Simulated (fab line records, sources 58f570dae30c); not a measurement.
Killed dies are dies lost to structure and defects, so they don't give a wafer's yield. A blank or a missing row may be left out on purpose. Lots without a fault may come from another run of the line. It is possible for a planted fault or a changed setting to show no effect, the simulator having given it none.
fab line records	flow berkeley_cmos170
record lots=5	wafers=15	last_day=11
route steps=331 shown ZERO@11 NWELL@14
lots that met no fault: from a run of the same line without faults
start_h: hours from the record's opening day to when the first of the lot's shown wafers began	wait_h: time in hours since the lot's previous step	" unchanged from the row above	L1.1+2: one row covering several wafers at once	- no value, or no start was given	* or withheld: withheld	< > ~ a bound
route shown NAME@n: NAME is a module with steps in the file, n the number in the route of the first one	usual: average and standard deviation across the fault-free wafers	same: alike in all rows	chamber/n: place in a boat	sites: readings site by site	_std_site: standard deviation of those values	_edge_site: outer sites' mean less inner sites'	radius_mm: for every site, how far away it sits from the centre of the wafer	mask NAME#n: copy n	behind: tool/chamber where the wafer was last shaped	hold: what put the lot on hold/how long, in hours/how the hold closed	device: transistor that didn't switch, given as n, p or np	end of line: the tests these same wafers got at the end of their route	a step given without rows: its recipe and nothing more	killed: at the first sort, the dies lost to defects and structure; wafer yield is something else	map: shows each die of a wafer: x if killed, . if not, _ if none is there
set.NAME: the setting that was run; set.NAME@STEP: the one run at that earlier step	model.NAME: the simulator's own value behind a step, which no gauge read
a table for each step, a row for each wafer; lots at some steps of the route
services: from which hour (start_h, from the record's first day; less than 0 if before it) a tool's chamber was out of use, for how many hours, and why
## steps
# step UCB170_ZERO_DEVELOP_05
# recipe developer=TMAH	develop_time_s=45	resist=KrF	dev_temp_c=21
# step UCB170_ZERO_ETCH_06
# recipe chemistry=CHF3/CF4/Ar	target=SiO2	time_s=12	pressure_mtorr=100	rf_w=500	CHF3_flow_sccm=50	cf4_flow_sccm=10	Ar_flow_sccm=120	over_etch_frac=1.58
# usual drypump_motor_current_A=5.6/0.48	oes_product_au=0.614/0.01	throttle_valve_pct=9.24/0.096
# same over_etch_frac=1.58
lot.wafer	tool	chamber	start_h	wait_h	drypump_motor_current_A	oes_product_au	rf_hours_counter_h	throttle_valve_pct
L562.2	rie_diel-04	0	19.78	-	6.0	0.627	1	9.38
L562.3	"	3	"	"	5.8	0.620	139	9.30
L562.6	"	0	"	"	6.0	0.619	-	9.37
L571.1	rie_diel-02	2	68.72	-	5.1	0.617	74	9.21
L571.3	"	1	"	"	5.4	0.631	1	9.29
L571.6	"	2	"	"	5.1	0.621	-	9.21
L575.1	rie_diel-04	2	84.95	-	6.1	0.620	10	9.22
L575.3	"	0	"	"	6.0	0.628	4	9.38
L575.4	"	1	"	"	5.7	0.598	124	9.35
L576.2	rie_diel-02	3	93.26	-	5.1	0.607	136	9.13
L576.4	"	0	"	"	6.0	0.618	1	9.19
L576.5	"	0	"	"	6.0	0.612	-	9.19
L583.2	rie_diel-01	2	124.24	-	5.0	0.605	31	9.18
L583.5	"	1	"	"	6.4	0.612	-	9.07
L583.6	"	2	"	"	5.0	0.602	-	9.19
# step UCB170_ZERO_STRIP_07
# recipe chemistry=O2	power_w=400	pressure_mtorr=3500	platen_temp_c=withheld	o2_flow_sccm=400	overash_fraction=0.5
# usual drypump_motor_current_A=5.6/0.35	oes_product_au=0.727/0.0048	strip_time_to_endpoint_s=21.49/0.066
lot.wafer	tool	chamber	start_h	wait_h	drypump_motor_current_A	oes_product_au	rf_hours_counter_h	strip_time_to_endpoint_s
L562.2	plasma_asher-03	1	19.80	0.0	5.5	0.728	28	21.54
L562.3	"	0	"	"	5.3	0.734	-	21.52
L562.6	"	1	"	"	5.5	0.726	-	21.45
L571.1	plasma_asher-03	1	68.74	0.0	5.5	0.731	33	21.41
L571.3	"	1	"	"	5.5	0.729	-	21.55
L571.6	"	1	"	"	5.5	0.722	-	21.47
L575.1	plasma_asher-01	1	84.97	0.0	5.2	0.729	38	21.50
L575.3	"	1	"	"	5.2	0.726	-	21.52
L575.4	"	0	"	"	5.7	0.723	-	21.53
L576.2	plasma_asher-02	1	93.29	0.0	5.6	0.731	30	21.61
L576.4	"	1	"	"	5.6	0.726	-	21.60
L576.5	"	1	"	"	5.6	0.719	-	21.63
L583.2	plasma_asher-02	0	124.26	0.0	6.2	0.726	34	21.43
L583.5	"	0	"	"	6.1	0.727	-	21.48
L583.6	"	1	"	"	5.6	0.723	-	21.44
# step UCB170_NWELL_WET_ETCH_00
# recipe chemistry=dHF	dilution=25:1	target=SiO2	temp_c=25	time_s=200
# step UCB170_NWELL_OXIDATION_01
# recipe temp_c=1000	ambient=O2	target_thk_a=264	ox_time_s=1260
# step UCB170_NWELL_THK_MEAS_02
# recipe reads=SiO2_of_NWELL_OXIDATION_01
# usual NWELL_OXIDE_THK=26.1/0.45
lot.wafer	tool	chamber	start_h	wait_h	NWELL_OXIDE_THK[nm]
L562.2	film_metro-03	-	23.09	0.0	26.3
L562.3	"	-	"	"	26.1
L562.6	"	-	"	"	25.9
L571.1	film_metro-03	-	74.26	0.1	25.8
L571.3	"	-	"	"	25.6
L571.6	"	-	"	"	25.7
L575.1	film_metro-01	-	90.09	0.0	26.2
L575.3	"	-	"	"	26.0
L575.4	"	-	"	"	26.3
L576.2	film_metro-03	-	97.62	0.0	25.4
L576.4	"	-	"	"	25.8
L576.5	"	-	"	"	25.4
L583.2	film_metro-03	-	128.73	0.0	26.1
L583.5	"	-	"	"	26.4
L583.6	"	-	"	"	26.7
# step UCB170_NWELL_ANNEAL_03
# recipe temp_c=1000	time_s=900	ambient=N2
# step UCB170_NWELL_CVD_04
# recipe material=Si3N4	target_thk_nm=224	temp_c=800	precursor=SiH2Cl2/NH3	time_s=3360	pressure_mtorr=200	sih2cl2_flow_sccm=25	nh3_flow_sccm=75
# step UCB170_NWELL_THK_MEAS_05
# recipe reads=Si3N4_of_NWELL_CVD_04
# usual NWELL_NITRIDE_THK=225.2/1.7
lot.wafer	tool	chamber	start_h	wait_h	NWELL_NITRIDE_THK[nm]
L562.2	film_metro-02	-	30.19	0.0	224.8
L562.3	"	-	"	"	224.8
L562.6	"	-	"	"	222.8
L571.1	film_metro-02	-	81.62	0.0	225.3
L571.3	"	-	"	"	224.4
L571.6	"	-	"	"	224.8
L575.1	film_metro-02	-	95.26	0.0	221.6
L575.3	"	-	"	"	224.0
L575.4	"	-	"	"	223.5
L576.2	film_metro-02	-	104.92	0.0	228.3
L576.4	"	-	"	"	229.0
L576.5	"	-	"	"	228.7
L583.2	film_metro-01	-	135.07	0.0	221.9
L583.5	"	-	"	"	223.1
L583.6	"	-	"	"	222.3
# step UCB170_NWELL_HMDS_06
# recipe prime_time_s=60	prime_temp_c=100
# step UCB170_NWELL_COAT_07
# recipe resist=KrF	spin_rpm=1500	resist_thk_nm=900
# step UCB170_NWELL_SOFTBAKE_08
# recipe resist=KrF	temp_c=130	time_s=60
# step UCB170_NWELL_EXPOSE_09
# recipe mask_id=NWELL	target_cd_nm=3000	na=0.5	sigma_outer=0.6	source_shape=conventional	dose_mj=25
lot.wafer	tool	chamber	start_h	wait_h	mask
L562.2+3+6	krf_scanner-02	0	30.71	0.1	NWELL#0
L571.1+3+6	krf_scanner-01	0	83.06	0.5	NWELL#0
L575.1+3+4	krf_scanner-02	0	95.89	0.1	PWELL#0
L576.2+4+5	krf_scanner-02	0	105.44	0.1	NWELL#0
L583.2+5+6	krf_scanner-02	0	136.10	0.1	NWELL#0
# step UCB170_NWELL_PEB_10
# recipe peb_temp_c=130	peb_time_s=withheld	resist=KrF
# step UCB170_NWELL_DEVELOP_11
# recipe developer=TMAH	develop_time_s=45	resist=KrF	dev_temp_c=21
# step UCB170_NWELL_OVL_MEAS_12
# usual NWELL_OVL=-3/5
lot.wafer	tool	chamber	start_h	wait_h	NWELL_OVL[nm]
L562.2	overlay-02	-	31.09	-	-5
L562.3	"	-	"	"	-3
L562.6	"	-	"	"	-1
L571.1	overlay-02	-	83.67	-	3
L571.3	"	-	"	"	0
L571.6	"	-	"	"	0
L575.1	overlay-01	-	96.62	-	-
L575.3	"	-	"	"	-
L575.4	"	-	"	"	-
L576.2	overlay-02	-	105.82	-	-9
L576.4	"	-	"	"	-4
L576.5	"	-	"	"	-16
L583.2	overlay-02	-	136.48	-	-12
L583.5	"	-	"	"	-4
L583.6	"	-	"	"	-10
# step UCB170_NWELL_ETCH_13
# recipe chemistry=CH3F/Ar/O2	target=Si3N4	stop_on=SiO2	CH3F_flow_sccm=20	Ar_flow_sccm=50	O2_flow_sccm=7	pressure_mtorr=50	rf_w=450	target_depth_a=2464	over_etch_frac=0.1	time_s=154
# usual drypump_motor_current_A=5.6/0.49	oes_product_au=0.938/0.015	throttle_valve_pct=8.08/0.11
# same over_etch_frac=0.1
lot.wafer	tool	chamber	start_h	wait_h	drypump_motor_current_A	oes_product_au	rf_hours_counter_h	throttle_valve_pct
L562.2	rie_diel-04	3	31.12	0.0	5.7	0.944	139	8.14
L562.3	"	0	"	"	6.0	0.959	2	8.18
L562.6	"	2	"	"	6.1	0.931	-	8.06
L571.1	rie_diel-04	1	83.70	0.0	5.7	0.922	124	8.14
L571.3	"	3	"	"	5.7	0.940	142	8.12
L571.6	"	3	"	"	5.7	0.949	-	8.12
L575.1	rie_diel-03	2	96.66	0.0	5.6	0.922	126	8.16
L575.3	"	3	"	"	4.7	0.909	17	8.33
L575.4	"	1	"	"	5.7	0.953	5	8.02
L576.2	rie_diel-01	3	105.85	0.0	5.5	0.966	134	8.20
L576.4	"	0	"	"	4.9	0.930	126	7.99
L576.5	"	0	"	"	4.9	0.934	-	8.01
L583.2	rie_diel-04	2	136.51	0.0	6.2	0.923	13	8.05
L583.5	"	1	"	"	5.7	0.920	-	8.13
L583.6	"	0	"	"	6.0	0.949	-	8.16
# step UCB170_NWELL_IMPLANT_14
# recipe species=P	dose_cm2=1e+13	energy_kev=150	tilt_deg=7
# step UCB170_NWELL_STRIP_15
# recipe chemistry=O2	power_w=400	pressure_mtorr=3500	platen_temp_c=withheld	o2_flow_sccm=400	overash_fraction=0.5
# usual drypump_motor_current_A=5.8/0.31	oes_product_au=0.721/0.0047	strip_time_to_endpoint_s=18.01/0.088
lot.wafer	tool	chamber	start_h	wait_h	drypump_motor_current_A	oes_product_au	rf_hours_counter_h	strip_time_to_endpoint_s
L562.2	plasma_asher-02	1	31.37	0.1	5.6	0.723	23	18.04
L562.3	"	0	"	"	6.2	0.718	-	18.03
L562.6	"	1	"	"	5.6	0.715	-	18.12
L571.1	plasma_asher-01	0	83.95	0.1	5.6	0.721	38	17.99
L571.3	"	1	"	"	5.3	0.730	-	17.97
L571.6	"	0	"	"	5.7	0.714	-	18.04
L575.1	plasma_asher-01	0	96.91	0.1	5.7	0.719	39	17.98
L575.3	"	1	"	"	5.2	0.724	-	18.10
L575.4	"	0	"	"	5.7	0.721	-	17.96
L576.2	plasma_asher-01	1	106.10	0.1	5.2	0.726	40	18.13
L576.4	"	1	"	"	5.3	0.724	-	18.01
L576.5	"	1	"	"	5.3	0.730	-	18.10
L583.2	plasma_asher-01	1	136.76	0.1	5.3	0.722	45	18.08
L583.5	"	1	"	"	5.2	0.724	-	18.02
L583.6	"	0	"	"	5.7	0.716	-	18.06
# step UCB170_NWELL_TW_MEAS_16
# usual NWELL_TW=1241/7.7
lot.wafer	tool	chamber	start_h	wait_h	NWELL_TW
L562.2	film_metro-02	-	31.48	0.1	1245
L562.3	"	-	"	"	1238
L562.6	"	-	"	"	1249
L571.1	film_metro-03	-	84.05	0.1	1230
L571.3	"	-	"	"	1229
L571.6	"	-	"	"	1232
L575.1	film_metro-01	-	97.01	0.1	30
L575.3	"	-	"	"	30
L575.4	"	-	"	"	30
L576.2	film_metro-02	-	106.21	0.1	1252
L576.4	"	-	"	"	1251
L576.5	"	-	"	"	1250
L583.2	film_metro-03	-	136.87	0.1	1228
L583.5	"	-	"	"	1235
L583.6	"	-	"	"	1225
# step UCB170_NWELL_CLEAN_17
# recipe chemistry=SPM	temp_c=120	time_s=600
## services
tool	chamber	start_h	hours	kind
plasma_asher-03	-	-0.91	3.5	repair
krf_scanner-02	-	7.45	0.9	repair
rie_diel-02	3	13.86	5.1	repair
rie_diel-02	1	33.50	-	clean
rie_diel-02	1	33.50	21.4	scheduled_down
rie_diel-02	1	33.50	21.4	vent_cycle
rie_diel-02	2	34.54	12.4	repair
rie_diel-01	3	36.50	4.4	repair
rie_diel-02	0	54.94	-	clean
krf_scanner-02	-	55.05	3.3	repair
krf_scanner-02	0	58.64	-	calibration
krf_scanner-01	-	65.43	1.3	pm
krf_scanner-02	-	69.21	0.8	pm
rie_diel-01	3	77.42	1.9	repair
krf_scanner-01	-	80.10	0.8	pm
krf_scanner-02	-	83.58	1.3	pm
rie_diel-03	3	83.83	1.3	repair
plasma_asher-01	-	85.99	0.4	repair
rie_diel-01	0	87.39	2.9	repair
krf_scanner-01	-	90.05	119.8	repair
rie_diel-03	1	99.21	2.8	repair
rie_diel-03	-	116.01	2.8	pm
rie_diel-02	-	127.79	15.6	pm
plasma_asher-02	-	130.07	8.0	repair
## key
first_sign step=UCB170_NWELL_EXPOSE_09	reading=mask	direction=changed
effect step=UCB170_NWELL_OVL_MEAS_12	reading=NWELL_OVL	direction=missing
effect step=UCB170_NWELL_TW_MEAS_16	reading=NWELL_TW	direction=down	sigmas=99+	usual=1241	struck=30
met_at UCB170_NWELL_EXPOSE_09
struck_wafers L575.1,L575.3,L575.4
later_rows_left_out L575.1,L575.3,L575.4
sort_left_out L575.1,L575.3,L575.4
tester_left_out L575
onset_between 30.71 95.89
fault kind=wrong_mask	tool=any	chamber=-	onset_h=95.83	steps=UCB170_NWELL_EXPOSE_09	aux_copy=PWELL#0	scope=struck_lots_only
# tester_left_out: of these lots the tester's yield and bins aren't shown, on N5 and GAA mostly nor the transistor test; their killed dies are dies lost to structure and defects alone, not to doping, threshold or leakage, so they don't give the yield
# sort_left_out: the simulated sort isn't trusted on such a fault, so these wafers' sort isn't shown, and their yield isn't known
# later_rows_left_out: the simulator's readings of these wafers behind a module that went badly wrong aren't trusted and aren't shown, but for the sort
